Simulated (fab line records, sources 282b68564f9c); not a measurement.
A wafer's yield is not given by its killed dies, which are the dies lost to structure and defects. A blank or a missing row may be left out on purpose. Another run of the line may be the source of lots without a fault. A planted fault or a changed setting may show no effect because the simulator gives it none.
A lot that was struck, set against a sound lot :: flow rit_cmos :: 30 out of 202 route steps
Sound: wafers L328.1, L328.2, L328.6. Struck: wafer L340.2. (L340.4, L340.5 of the same lot were not struck and are left out.) The cause comes at the end.
Each step with rows lists, per side, the tool, then ch with its chambers, then its first start. Under that, the readings that differ: sound wafers :: struck wafers :: difference of the means :: sigmas: that difference in standard deviations of wafers without a fault.
alike: a reading whose means differ by less than 2 such deviations, as well as words and numbers matching on both sides. not compared: withheld readings; readings where some wafer has no value; bounds like >300 that might hide an equal value; numbers whose values overlap and for which the record gives no deviation.
A row with sigmas, a row that says differs or no value, or rows on one side alone: a step with any of these is where the two part. Numbers that have no deviation but don't overlap get no sigmas and don't part them. Lack of a reading on every wafer of one side parts them only where that side has two or more wafers.

first, 6 steps without rows for these wafers: RIT_SDANNEAL_RTA_03 (time 5 s); RIT_SILICIDE_WET_ETCH_00 (etches SiO2 in BOE, target depth 14 nm, time 15 s); RIT_SILICIDE_SPUTTER_01 (material Ti, target thk 30 nm, time 246.8 s); RIT_SILICIDE_RTA_04 (time 10 s, ramp up 5 s, ramp down 5 s); RIT_SILICIDE_WET_ETCH_05 (etches Ti in SPM, time 120 s); RIT_SILICIDE_RTA_06 (time 10 s, ramp up 5 s, ramp down 10 s).
RIT_CONTACT_CVD_00: deposits SiO2 from TEOS, target thk 400 nm, time 61 s.
  sound on pecvd-02 ch 0,1, day 4 10:34; struck on pecvd-02 ch 1, day 7 09:06
reading: rf_fwd_power_W (W)
sound: 397.7 397.1 398.4
struck: 237.4
difference: -160.3
sigmas: -99 or more

reading: model.SiO2_of_CONTACT_CVD_00.thk_nm (nm)
sound: 401.8 397.2 403.5
struck: 345.5
difference: -55.3
sigmas: 
  alike: heater_power_w
RIT_CONTACT_THK_MEAS_01:
  struck on film_metro-04, day 7 09:10; sound on film_metro-03, day 4 10:37
reading: CONTACT_TEOS_THK (nm)
sound: 402 397 404
struck: 346
difference: -55
sigmas: -11
then, 7 steps without rows for these wafers: RIT_CONTACT_HMDS_02 (prime time 60 s); RIT_CONTACT_COAT_03 (resist thk 1000 nm); RIT_CONTACT_SOFTBAKE_04 (time 60 s); RIT_CONTACT_EXPOSE_05 (exposes mask M11, target cd 1000 nm); RIT_CONTACT_PEB_06; RIT_CONTACT_DEVELOP_07 (develop time 120 s); RIT_CONTACT_HARDBAKE_10 (time 60 s).
RIT_CONTACT_ETCH_11: etches SiO2 in CHF3/CF4/Ar, stops on TiSi2, target depth 480 nm, time 320 s.
  sound on rie_diel-04 ch 0,1,2, day 4 12:05; struck on rie_diel-04 ch 0, day 7 10:29
reading: model.etch.depth_nm (nm)
sound: 401.8 397.2 403.5
struck: 345.5
difference: -55.3
sigmas: 

reading: model.CONTACT.feature_depth_nm (nm)
sound: 401.8 397.2 403.5
struck: 345.5
difference: -55.3
sigmas: 
  alike: chamber_pressure_mTorr, drypump_motor_current_A, oes_product_au, throttle_valve_pct
  not compared: rf_hours_counter_h
then, 11 steps without rows for these wafers: RIT_CONTACT_STRIP_12 (strips in O2, time 180 s); RIT_CONTACT_CLEAN_13 (cleans in SC1, time 600 s); RIT_CONTACT_CLEAN_14 (cleans in SC2, time 600 s); RIT_M1_SPUTTER_00 (material Al, target thk 400 nm, time 500 s); RIT_M1_HMDS_03 (prime time 60 s); RIT_M1_COAT_04 (resist thk 1281 nm); RIT_M1_SOFTBAKE_05 (time 60 s); RIT_M1_EXPOSE_06 (exposes mask M12, target cd 2600 nm); RIT_M1_PEB_07; RIT_M1_DEVELOP_08 (develop time 68 s); RIT_M1_HARDBAKE_11 (time 120 s).
RIT_M1_METAL_ETCH_12: etches Al in Cl2/BCl3, stops on SiO2, time 165 s, target depth 600 nm.
  sound on rie_metal-01 ch 0,1, day 4 14:41; struck on rie_metal-01 ch 0, day 7 13:11
reading: model.SiO2_of_CONTACT_CVD_00.thk_nm (nm)
sound: 364.9 360.9 366.3
struck: 308.8
difference: -55.2
sigmas: 
  alike: chamber_pressure_mTorr, drypump_motor_current_A, oes_product_au, throttle_valve_pct
  not compared: rf_hours_counter_h
then, 1 step without rows for these wafers: RIT_M1_STRIP_13 (strips in nmp, time 600 s).
RIT_M1_PROBE_99:
  struck on prober-01, day 7 15:29; sound on prober-01, day 4 18:01
reading: model.etest.field_p_metal.vt_v (V)
sound: -28.5 -28.12 -28.46
struck: -27.13
difference: +1.23
sigmas: 

reading: model.etest.nmos_0p15.junction_log10_a_um
sound: -13.28 -13.42 -13.38
struck: -12.81
difference: +0.55
sigmas: 

reading: model.etest.nmos_narrow.off_log10_a_um
sound: -13.12 -13.17 -13.11
struck: -12.73
difference: +0.40
sigmas: 

reading: model.etest.gate_end_array.leak_log10_a_um
sound: -12.65 -12.8 -12.91
struck: -12.53
difference: +0.26
sigmas: 

reading: model.etest.nmos_0p3.off_log10_a_um
sound: -12.92 -12.96 -13.09
struck: -12.67
difference: +0.32
sigmas: 

reading: model.etest.pmos_0p15.junction_log10_a_um
sound: -13.73 -13.76 -13.78
struck: -13.52
difference: +0.24
sigmas: 

reading: model.etest.antenna_contact.vt_shift_v (V)
sound: -0.01165 -0.01126 -0.01425
struck: -0.02078
difference: -0.00839
sigmas: 
  alike: killed_at_front_end, killed_dies, killed_open, killed_short

WHERE THEY PART
At RIT_CONTACT_CVD_00 first; at RIT_CONTACT_THK_MEAS_01 last (within this record only). Later steps at which nothing parts them and some readings are alike: RIT_CONTACT_ETCH_11, RIT_M1_METAL_ETCH_12, RIT_M1_PROBE_99.

WHY: the cause the simulator had injected
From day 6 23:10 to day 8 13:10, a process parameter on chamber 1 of pecvd-02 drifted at RIT_CONTACT_CVD_00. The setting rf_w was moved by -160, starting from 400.
